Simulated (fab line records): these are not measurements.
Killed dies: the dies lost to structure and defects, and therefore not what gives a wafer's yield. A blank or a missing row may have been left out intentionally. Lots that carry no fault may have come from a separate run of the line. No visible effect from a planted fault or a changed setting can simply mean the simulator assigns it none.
Which tool is to blame? -- flow berkeley-cmos170 -- Sampling: 11 lots, 33 wafers, 5 of 331 route steps

## WHAT THE GAUGES SHOWED, per wafer
UCB170_NWELL_OVL_MEAS_12.
lot,measured,on,NWELL_OVL (nm)
L518,day 2 10:25,overlay-01,8 3 -4
L519,day 2 20:50,overlay-01,3 3 1
L520,day 2 21:04,overlay-01,-10 5 -9
L521,day 3 03:38,overlay-01,1 -5 -7
L522,day 3 09:16,overlay-01,4 4 4
L523,day 3 09:26,overlay-02,3 6 -3
L524,day 3 18:23,overlay-01,8 3 11
L525,day 3 23:41,overlay-02,3 6 12
L527,day 4 09:43,overlay-01,1 -9 -15
L528,day 4 09:58,overlay-02,7 9 3
L541,day 7 08:43,overlay-01,-6 4 -5

UCB170_PWELL_THK_MEAS_03.
lot,measured,on,PWELL_OXIDE_THK (nm)
L518,day 3 00:20,film-metro-01,26.3 26.1 26.5
L519,day 3 06:57,film-metro-01,25.5 25.1 25.8
L520,day 3 06:56,film-metro-02,26.4 25.9 25.9
L521,day 3 15:41,film-metro-01,26.4 26.3 26.4
L522,day 3 20:49,film-metro-04,26.3 26.7 26.3
L523,day 3 20:49,film-metro-02,26.6 26.5 26.7
L524,day 4 05:24,film-metro-01,26.8 26.5 27.1
L525,day 4 09:25,film-metro-02,25.6 25.4 26.2
L527,day 4 20:37,film-metro-04,26.3 26.6 26.5
L528,day 4 20:35,film-metro-01,27.3 27.7 27.0
L541,day 7 20:06,film-metro-04,25.8 25.7 25.6

UCB170_ACTIVE_THK_MEAS_06.
lot,measured,on,ACTIVE_NITRIDE_THK (nm)
L518,day 4 18:44,film-metro-04,219.1 219.6 219.1
L519,day 4 18:45,film-metro-01,219.6 218.5 217.5
L520,day 4 18:44,film-metro-03,219.7 221.4 221.4
L521,day 5 12:08,film-metro-03,221.2 220.3 220.8
L522,day 5 12:10,film-metro-01,217.9 217.0 217.0
L523,day 5 12:10,film-metro-04,219.1 220.5 218.5
L524,day 5 21:26,film-metro-01,219.4 218.9 219.4
L525,day 6 02:10,film-metro-01,219.2 219.9 221.1
L527,day 6 10:14,film-metro-04,373.4 373.8 374.6 373.3 373.5 374.1
L528,day 6 10:13,film-metro-01,375.1 375.6 374.4 375.1 375.6 375.1
L541,day 9 17:46,film-metro-03,220.7 219.0 219.6

## TOOL THAT RAN EACH LOT (tool first, then ch and the chambers of the sampled wafers, then the start)
lot,UCB170_PWELL_ETCH_14,UCB170_ACTIVE_CVD_05
L518,"rie-diel-02 ch 1,2, day 3 07:25","lpcvd-01 ch 0, day 4 16:49"
L519,"rie-diel-02 ch 0,3, day 3 16:21","lpcvd-01 ch 0, day 4 16:49"
L520,"rie-diel-03 ch 0,2,3, day 3 16:08","lpcvd-01 ch 0, day 4 16:49"
L521,"rie-diel-01 ch 0,1,2, day 4 01:42","lpcvd-01 ch 1, day 5 10:14"
L522,"rie-diel-02 ch 0,1,3, day 4 07:00","lpcvd-01 ch 0, day 5 10:14"
L523,"rie-diel-01 ch 2,3, day 4 07:00","lpcvd-01 ch 1, day 5 10:14"
L524,"rie-diel-02 ch 0,1,2, day 4 13:19","lpcvd-02 ch 1, day 5 19:31"
L525,"rie-diel-03 ch 0,3, day 4 17:46","lpcvd-02 ch 1, day 6 00:14"
L527,"rie-diel-01 ch 0,1, day 5 04:03","lpcvd-02 ch 0, day 6 08:17"
L528,"rie-diel-03 ch 1,3, day 5 03:50","lpcvd-02 ch 1, day 6 08:17"
L541,"rie-diel-01 ch 0,3, day 8 06:29","lpcvd-02 ch 0, day 9 15:50"
- UCB170_PWELL_ETCH_14: etches Si3N4 in CH3F/Ar/O2, stops on SiO2, target depth 242 nm, time 151 s.
- UCB170_ACTIVE_CVD_05: deposits Si3N4 from SiH2Cl2/NH3, target thk 220 nm, time 3300 s.

## WHAT THE TOOLS THEMSELVES READ (means of the sampled wafers that have a number; where no wafer has one, the mark that the record gives instead)
UCB170_PWELL_ETCH_14.
lot,tool,O2_flow_sccm (sccm),drypump-motor-current-A (A),oes-product-au (a.u.),throttle-valve-pct (%)
L518,rie-diel-02,6.988,5.9,0.940,8.04
L519,rie-diel-02,6.999,5.2,0.942,8.08
L520,rie-diel-03,7.010,5.7,0.945,8.06
L521,rie-diel-01,6.995,5.4,0.943,8.04
L522,rie-diel-02,6.998,5.4,0.948,8.04
L523,rie-diel-01,7.006,5.5,0.939,8.05
L524,rie-diel-02,7.001,5.9,0.941,8.07
L525,rie-diel-03,7.000,5.6,0.941,8.14
L527,rie-diel-01,6.990,5.2,0.930,8.04
L528,rie-diel-03,7.005,5.1,0.920,8.12
L541,rie-diel-01,6.992,5.2,0.941,8.06

UCB170_ACTIVE_CVD_05.
lot,tool,pressure-mtorr (mTorr),spike-tc-centre-C (C),spike-tc-load-C (C),spike-tc-source-C (C),susceptor-temp-C (C),zone-power-centre-pct (%),zone-power-load-pct (%),zone-power-source-pct (%)
L518,lpcvd-01,200.5,802.8,824.3,825,799.7,33.0,21.4,21.6
L519,lpcvd-01,200.3,801.9,823.8,824,799.9,33.1,21.6,21.8
L520,lpcvd-01,200.2,802.8,824.3,824,800.1,32.9,21.7,21.6
L521,lpcvd-01,199.8,803.1,820.5,818,800.3,38.5,22.2,20.4
L522,lpcvd-01,199.8,801.6,824.1,825,799.9,32.9,21.4,21.8
L523,lpcvd-01,200.0,802.4,820.1,818,800.3,38.7,22.2,20.3
L524,lpcvd-02,199.9,798.5,825.2,816,799.9,33.1,23.4,20.4
L525,lpcvd-02,199.9,799.1,824.4,816,799.8,33.3,23.7,20.5
L527,lpcvd-02,200.1,905.7,933.9,932,903.1,41.9,25.5,29.7
L528,lpcvd-02,200.4,902.0,929.8,920,903.3,38.0,30.9,26.5
L541,lpcvd-02,200.1,803.1,830.2,827,800.2,36.5,19.5,22.5

## THE ANSWER, worked out from the rows above alone
Rule: the lots themselves supply what counts as usual. The widest of any qualifying gaps counts: lots, ordered by their means at a reading, are off when they make up no more than a third of the lots, leave a main group of 4 or more, and stand apart from it by 3 or more times the standard deviation of that group's means. A main group whose means are all the same, to the digits that the tables above print for the reading, isn't used. Also off: a lot with no number at a reading for which 4 or more lots have one. Any other lot the step has rows for is counted as sound. Order of review: gauges by route order, followed by the tools' own readings, for which a lot's mean as printed above is used. At the first step where some lot is off, the reading lying furthest off is the one used; lots without a number count as furthest.
Off: L527, L528, seen at UCB170_ACTIVE_THK_MEAS_06 (ACTIVE_NITRIDE_THK). For the main group the mean is 219.5 nm and the standard deviation 1.
A tool fits if, at a process step before that reading, it ran every lot that is off, and no sound lot after the first of them. The gauges at UCB170_ACTIVE_THK_MEAS_06 aren't tried: what is off there is off at UCB170_PWELL_ETCH_14 too, on other tools, and a gauge's error can't cause that. Of those tried, none fits.

## WHAT THE SIMULATOR HAD PUT IN
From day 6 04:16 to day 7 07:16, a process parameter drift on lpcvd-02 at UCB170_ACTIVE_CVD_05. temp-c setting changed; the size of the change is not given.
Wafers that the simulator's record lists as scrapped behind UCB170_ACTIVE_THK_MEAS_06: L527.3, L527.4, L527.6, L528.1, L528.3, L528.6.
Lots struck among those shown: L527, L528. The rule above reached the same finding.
